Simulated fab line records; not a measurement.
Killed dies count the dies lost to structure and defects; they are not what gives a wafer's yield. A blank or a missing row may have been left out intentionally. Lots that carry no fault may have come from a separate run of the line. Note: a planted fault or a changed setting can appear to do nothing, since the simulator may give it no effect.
2 desks looking at one fault | flow berkeley_cmos170 | each desk holds nothing but its own numbers, with what lay behind them at the end

== THE METROLOGY DESK ==
Lot by lot, what the gauges showed, no matter which tool ran the lot: averages of those sampled wafers that carry a number. The brackets show how far a lot's mean lies from the usual mean; more than 4 standard deviations puts the lot out of limits, marked OUT.
Columns: A = cd_nm at UCB170_M2_CD_MEAS_90, usual 699.6 nm
lot  | first seen here | A
L994 | day 7 02:08     | 697.3
L995 | day 7 13:43     | 703.2
L996 | day 7 15:08     | 700.7
L997 | day 8 02:49     | 697.6
L998 | day 8 03:22     | 695.9
L999 | day 8 13:24     | 700.2
L106 | day 10 05:05    | 697.6
L108 | day 10 13:53    | 690.2
L110 | day 10 15:31    | 702.4
L111 | day 11 17:33    | 689.1
L113 | day 11 20:04    | 700.5
L114 | day 11 20:08    | 704.0
L117 | day 12 12:49    | 700.8
L116 | day 12 12:56    | 696.0
This desk found nothing out of limits on any of the 14 lots.

== FOR THE TOOL OWNER'S DESK: rie_metal-01 ==
The tool's own readings at UCB170_M2_METAL_ETCH_18 (etches Al in Cl2/BCl3, stops on SiO2, target depth 1170 nm, time 195 s): means of the sampled wafers that have a number, for each lot that ran on this tool. The brackets show how far a lot's mean lies from the usual mean; more than 4 standard deviations puts the lot out of limits, marked OUT.
Columns: A = drypump_motor_current_A at UCB170_M2_METAL_ETCH_18, usual 5.7 A; B = oes_product_au at UCB170_M2_METAL_ETCH_18, usual 0.847 a.u.; C = throttle_valve_pct at UCB170_M2_METAL_ETCH_18, usual 24.57 %
lot  | first seen here | A   | B     | C
L996 | day 7 14:50     | 5.8 | 0.869 | 24.37
L999 | day 8 13:05     | 6.0 | 0.842 | 24.39
L108 | day 10 13:38    | 5.8 | 0.861 | 24.37
L111 | day 11 17:16    | 5.8 | 0.876 | 24.37
This desk found nothing out of limits on any of the 4 lots.

== PUT TOGETHER ==
The metrology desk saw nothing out of limits.
The tool owner's desk saw nothing out of limits.

== WHAT THE SIMULATOR HAD INSERTED ==
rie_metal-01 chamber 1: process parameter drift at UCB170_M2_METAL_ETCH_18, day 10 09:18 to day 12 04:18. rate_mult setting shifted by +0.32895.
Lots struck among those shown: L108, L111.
